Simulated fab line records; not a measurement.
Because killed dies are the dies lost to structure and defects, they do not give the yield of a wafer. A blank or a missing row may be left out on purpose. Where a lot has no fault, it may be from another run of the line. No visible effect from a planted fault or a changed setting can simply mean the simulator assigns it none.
2 desks looking at one fault ; flow rit-cmos ; each desk has only its own numbers; what lay behind them comes last

== TOOL OWNER'S DESK, lpcvd-01 ==
The tool's own readings at RIT_SPACER_CVD_03 (deposits Si3N4 from SiH2Cl2/NH3, target thk 250 nm, time 3300 s): means of the sampled wafers that have a number, for each lot that ran on this tool. Any lot whose mean is over 4 standard deviations away from the usual mean is out of limits and marked OUT; that distance is given in the brackets.
Columns: A = spike-tc-centre-C at RIT_SPACER_CVD_03, usual 812.5 C; B = spike-tc-load-C at RIT_SPACER_CVD_03, usual 832.8 C; C = spike-tc-source-C at RIT_SPACER_CVD_03, usual 833.8 C; D = susceptor-temp-C at RIT_SPACER_CVD_03, usual 810.0 C; E = zone-power-centre-pct at RIT_SPACER_CVD_03, usual 37.7 %; F = zone-power-load-pct at RIT_SPACER_CVD_03, usual 21.4 %; G = zone-power-source-pct at RIT_SPACER_CVD_03, usual 21.2 %
lot;first seen here;A;B;C;D;E;F;G
L759;day 2 19:37;812.8;834.1;836.2;810.3;37.6;21.8;20.9
L761;day 3 09:10;812.5;834.1;834.2;810.1;39.1;19.0;21.4
L763;day 3 16:50;811.7;834.9;835.9;810.1;37.3;21.6;21.1
L769;day 4 22:11;890.5 (+65) OUT;912.7 (+40) OUT;914.3 (+42) OUT;887.3 (+99 or more) OUT;41.3;26.4;25.4 (+13) OUT
L782;day 7 19:02;811.7;835.1;836.2;810.0;37.5;21.7;20.9
This desk's finding: out of limits on L769; first on L769, day 4 22:11 (spike-tc-centre-C at RIT_SPACER_CVD_03). In limits: L759, L761, L763, L782.

== THE METROLOGY DESK ==
Lot by lot, what the gauges showed, no matter which tool ran the lot: averages of those sampled wafers that carry a number. Any lot whose mean is over 4 standard deviations away from the usual mean is out of limits and marked OUT; that distance is given in the brackets.
Columns: A = NWELL_OVL at RIT_NWELL_OVL_MEAS_06, usual 0.6 nm; B = PRETRO_TW at RIT_PRETRO_TW_MEAS_10, usual 471; C = SPACER_NITRIDE_THK at RIT_SPACER_THK_MEAS_04, usual 250.1 nm; D = M1_OVL at RIT_M1_OVL_MEAS_10, usual -0.1 nm
lot;first seen here;A;B;C;D
L759;day 1 20:47;-0.5;466;250.1;-1.9
L760;day 2 01:23;0.7;478;251.0;-0.3
L761;day 2 07:45;0.7;465;253.0;1.1
L762;day 2 11:17;0.9;473;248.9;0.4
L763;day 2 17:28;1.6;476;252.0;-1.9
L764;day 2 21:59;-0.4;475;247.1;-0.4
L765;day 3 03:39;0.7;477;248.7;0.7
L769;day 3 22:19;2.7;465;420.1 (+68) OUT;-
L771;day 4 08:11;-0.6;467;247.4;-1.1
L773;day 4 18:15;0.7;480;249.0;0.2
L780;day 6 05:25;-0.9;465;251.0;1.6
L781;day 6 14:13;2.4;467;249.0;1.5
L782;day 6 17:41;-0.2;467;252.2;0.2
This desk reports L769 out of limits; the earliest was L769 at day 5 00:05 (SPACER_NITRIDE_THK at RIT_SPACER_THK_MEAS_04). In limits: L759, L760, L761, L762, L763, L764, L765, L771, L773, L780, L781, L782.

== TAKEN TOGETHER ==
On L769, at day 4 22:11, an alarm was possible from the tool owner's desk.
L769 would have let the metrology desk raise an alarm at day 5 00:05.
Of the lots named, all ran RIT_SPACER_CVD_03 on lpcvd-01.

== WHAT THE SIMULATOR PUT IN ==
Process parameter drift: lpcvd-01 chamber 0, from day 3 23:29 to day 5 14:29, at RIT_SPACER_CVD_03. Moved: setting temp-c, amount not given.
Struck lots among those shown: L769.
Counting hours from when the fault started, the first reading out of limits came at 23 for the tool owner's desk and at 25 for the metrology desk.
